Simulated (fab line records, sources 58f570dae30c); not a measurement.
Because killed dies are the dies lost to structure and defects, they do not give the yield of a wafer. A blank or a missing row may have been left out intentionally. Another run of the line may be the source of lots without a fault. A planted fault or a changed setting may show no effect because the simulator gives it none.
A single fault, viewed from 2 desks || flow berkeley cmos170 || each desk holds nothing but its own numbers, with what lay behind them at the end

## THE METROLOGY DESK
Means of the sampled wafers that have a number, per lot and without regard to the tool the lot ran on: this is what the gauges read. If a lot's mean is further than 4 standard deviations from the usual mean, the lot is out of limits and carries the mark OUT (the distance appears in the brackets).
Columns: A = cd nm at UCB170_PLDD_CD_MEAS_06, usual 1199.8 nm; B = V1_OVL at UCB170_V1_OVL_MEAS_13, usual -3 nm; C = V2_OVL at UCB170_V2_OVL_MEAS_13, usual -2 nm
{"lot": "L591", "first seen here": "day 7 18:28", "A": 1201.4, "B": -8, "C": -7}
{"lot": "L593", "first seen here": "day 8 04:07", "A": 1199.3, "B": -2, "C": 4}
{"lot": "L592", "first seen here": "day 8 04:33", "A": 1200.7, "B": 3, "C": -4}
{"lot": "L594", "first seen here": "day 8 04:41", "A": 1199.9, "B": -9, "C": -4}
{"lot": "L595", "first seen here": "day 8 05:03", "A": 1198.3, "B": 3, "C": 7}
{"lot": "L598", "first seen here": "day 8 16:26", "A": 1201.2, "B": 5, "C": 5}
{"lot": "L600", "first seen here": "day 9 11:36", "A": 1201.4, "B": -6, "C": -5}
{"lot": "L601", "first seen here": "day 9 11:42", "A": 1196.7, "B": -2, "C": -2}
{"lot": "L605", "first seen here": "day 10 01:43", "A": 1201.1, "B": -0, "C": -4}
{"lot": "L603", "first seen here": "day 10 02:56", "A": 1198.7, "B": -4, "C": 7}
{"lot": "L607", "first seen here": "day 10 14:45", "A": 1199.7, "B": -9, "C": -4}
{"lot": "L606", "first seen here": "day 10 15:06", "A": 1200.0, "B": -2, "C": -5}
{"lot": "L608", "first seen here": "day 11 04:51", "A": 1200.0, "B": -5, "C": -5}
{"lot": "L612", "first seen here": "day 12 01:50", "A": 1200.3, "B": 3, "C": 3}
This desk found nothing out of limits on any of the 14 lots.

## FOR THE TOOL OWNER'S DESK: litho track-01
The tool's own readings at UCB170_M2_HMDS_04 (prime time 60 s): means of the sampled wafers that have a number, for each lot that ran on this tool. If a lot's mean is further than 4 standard deviations from the usual mean, the lot is out of limits and carries the mark OUT (the distance appears in the brackets).
Columns: A = prime temp c at UCB170_M2_HMDS_04, usual 100.02 C; B = resist line temp C at UCB170_M2_HMDS_04, usual 23.02 C
{"lot": "L593", "first seen here": "day 9 10:55", "A": 99.94, "B": 22.89}
{"lot": "L598", "first seen here": "day 10 02:43", "A": 99.91, "B": 22.99}
{"lot": "L600", "first seen here": "day 10 19:53", "A": 100.24, "B": 23.00}
{"lot": "L607", "first seen here": "day 11 18:01", "A": "100.78 (+5.9) OUT", "B": 23.11}
{"lot": "L608", "first seen here": "day 13 00:21", "A": "100.59 (+4.4) OUT", "B": 22.75}
This desk's finding: out of limits on L607, L608; first on L607, day 11 18:01 (prime temp c at UCB170_M2_HMDS_04). In limits: L593, L598, L600.

## PUT TOGETHER
On L607, L608, at day 11 18:01, an alarm was possible from the tool owner's desk.
The metrology desk saw nothing out of limits.
The metrology desk has L607, L608 on record, within its limits.
Of the lots named, all ran UCB170_M2_HMDS_04 on litho track-01.

## WHAT THE SIMULATOR HAD INSERTED
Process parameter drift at UCB170_M2_HMDS_04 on litho track-01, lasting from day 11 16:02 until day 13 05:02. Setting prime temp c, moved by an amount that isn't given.
Shown lots that were struck: L607, L608.
How many hours passed from the start of the fault until each desk's first out-of-limits reading: the tool owner's desk, 2.
